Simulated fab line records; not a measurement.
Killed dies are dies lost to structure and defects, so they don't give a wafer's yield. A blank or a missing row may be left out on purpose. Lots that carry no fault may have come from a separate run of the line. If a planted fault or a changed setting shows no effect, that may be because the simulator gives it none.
A struck lot beside a sound one    flow ritCmos    15 steps out of a route of 202
Sound: wafers L721.2, L721.3, L721.4. Wafers struck: L736.2, L736.3, L736.5. The cause is named last.
Order at every step that has rows: each side's tool, ch and its chambers, its first start. Under that, the readings that differ: sound wafers    struck wafers    difference of the means    sigmas: that difference in standard deviations of wafers without a fault.
alike: same words and numbers on both sides, and readings whose means sit less than 2 such deviations apart. not compared: any withheld reading, any reading some wafer has no value for, any bound like >300 that may hide the same value, and any number with overlapping values for which the record gives no deviation.
The two part at a step that has a row with sigmas, a row that says differs or no value, or rows on one side only. Numbers that have no deviation but don't overlap get no sigmas and don't part them. A reading missing from all wafers of one side parts the sides only when that side holds two or more wafers.

RIT_M1_SPUTTER_00: material Al, target thk 400 nm, time 500 s.
  sound: pvdSputter-04 at day 4 12:44; struck: pvdSputter-01 at day 7 15:40
  alike: throttleValvePct
RIT_M1_RS_MEAS_01: uses a four-point probe to measure.
  sound: filmMetro-01 at day 4 13:03; struck: filmMetro-02 at day 7 15:59
  alike: M1_AL_RS
RIT_M1_THK_MEAS_02: measures by xrf.
  sound: filmMetro-01 at day 4 13:10; struck: filmMetro-02 at day 7 16:05
  alike: M1_AL_THK
then, 6 steps without rows for these wafers: RIT_M1_HMDS_03 (prime time 60 s); RIT_M1_COAT_04 (resist thk 1300 nm); RIT_M1_SOFTBAKE_05 (time 60 s); RIT_M1_EXPOSE_06 (exposes mask M12, target cd 2600 nm); RIT_M1_PEB_07; RIT_M1_DEVELOP_08 (develop time 68 s).
RIT_M1_CD_MEAS_09 targets a cd of 2600 nm.
  sound: cdSem-02 at day 4 14:14; struck: cdSem-01 at day 7 17:10
  alike: cdNm
RIT_M1_OVL_MEAS_10:
  sound: overlay-01 at day 4 14:20; struck: overlay-02 at day 7 17:16
  alike: M1_OVL
then, 1 step without rows for these wafers: RIT_M1_HARDBAKE_11 (time 120 s).
RIT_M1_METAL_ETCH_12: etches Al in Cl2/BCl3, stops on SiO2, time 165 s, target depth 600 nm.
  sound on rieMetal-03 ch 0,1, day 4 14:44; struck on rieMetal-04 ch 0,1, day 7 17:33
reading                                 sound                 struck                difference                     sigmas
oesProductAu (a.u.)                     0.795 0.788 0.790     1.014 0.986 0.999     +0.209                         +21
rfFwdPowerW (W)                         249.0 249.4 249.2     - - -                 no value on the struck wafers  
runLengthS (s)                          193.04 193.28 193.37  127.34 127.70 127.96  -65.56                         -99 or more
model.NOVOLAK_of_M1_COAT_04.thkNm (nm)  817.1 814.9 804.8     934.2 937.3 933.3     +122.7                         
model.M1.featureDepthNm (nm)            432.1 429.6 435.5     361.1 353 357         -75.4                          
model.etch.depthNm (nm)                 400.9 398.1 402.6     361.1 353 357         -43.5                          
  alike: drypumpMotorCurrentA, throttleValvePct
  not compared: rfHoursCounterH
then, 1 step without rows for these wafers: RIT_M1_STRIP_13 (strips in nmp, time 600 s).
RIT_M1_PROBE_99:
  sound: prober-01 at day 4 17:02; struck: prober-02 at day 7 19:55
reading                                sound                struck                                                             difference                    sigmas
hold                                   - - -                awaitDispo/1.9h/scrap awaitDispo/1.9h/scrap awaitDispo/1.9h/scrap  no value on the sound wafers  
defectLimitedYield (%)                 98.1 99.2 97.7       0 0 0                                                              -98                           -82
killed_at_M0_to_M3                     0 0 0                259 257 250                                                        +255                          +99 or more
killedAtContacts                       0 0 0                0 1 1                                                              +1                            +2
killedDies                             5 2 6                264 264 264                                                        +260                          +84
killedOnRim                            0 1 3                70 70 70                                                           +69                           +46
sort_bin_5_function (%)                0.8 0.4 1.5          99.2 98.9 98.5                                                     +98.0                         +99 or more
sortNPass                              259 262 258          0 0 0                                                              -260                          -84
sortYieldPct (%)                       98.1 99.2 97.7       0 0 0                                                              -98                           -82
model.etest.tester.sortNPass           259 262 258          0 0 0                                                              -260                          
model.etest.tester.sortYieldPct (%)    98.11 99.24 97.73    0 0 0                                                              -98                           
model.etest.tester.sort_bin_5_pct (%)  0.7576 0.3788 1.515  99.24 98.86 98.48                                                  +97.98                        
model.etest.pmos_0p3.overLimit         0 0 0                1 1 1                                                              +1                            
model.etest.pmos_0p15.overLimit        0 0 0                1 1 1                                                              +1                            
model.etest.fieldPMetal.short          0 0 0                1 1 1                                                              +1                            
model.etest.antennaM1.short            0 0 0                1 1 1                                                              +1                            
model.etest.polyCombOverSteps.short    0 0 0                1 1 1                                                              +1                            
  alike: killedAtFrontEnd, killedOpen, killedShort, sort_bin_3_pad_short, sort_bin_6_memory

## WHERE THEY PART
First at RIT_M1_METAL_ETCH_12; last, within this record, at RIT_M1_PROBE_99.

WHY: whatever the simulator had introduced
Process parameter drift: rieMetal-04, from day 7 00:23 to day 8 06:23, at RIT_M1_METAL_ETCH_12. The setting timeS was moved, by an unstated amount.
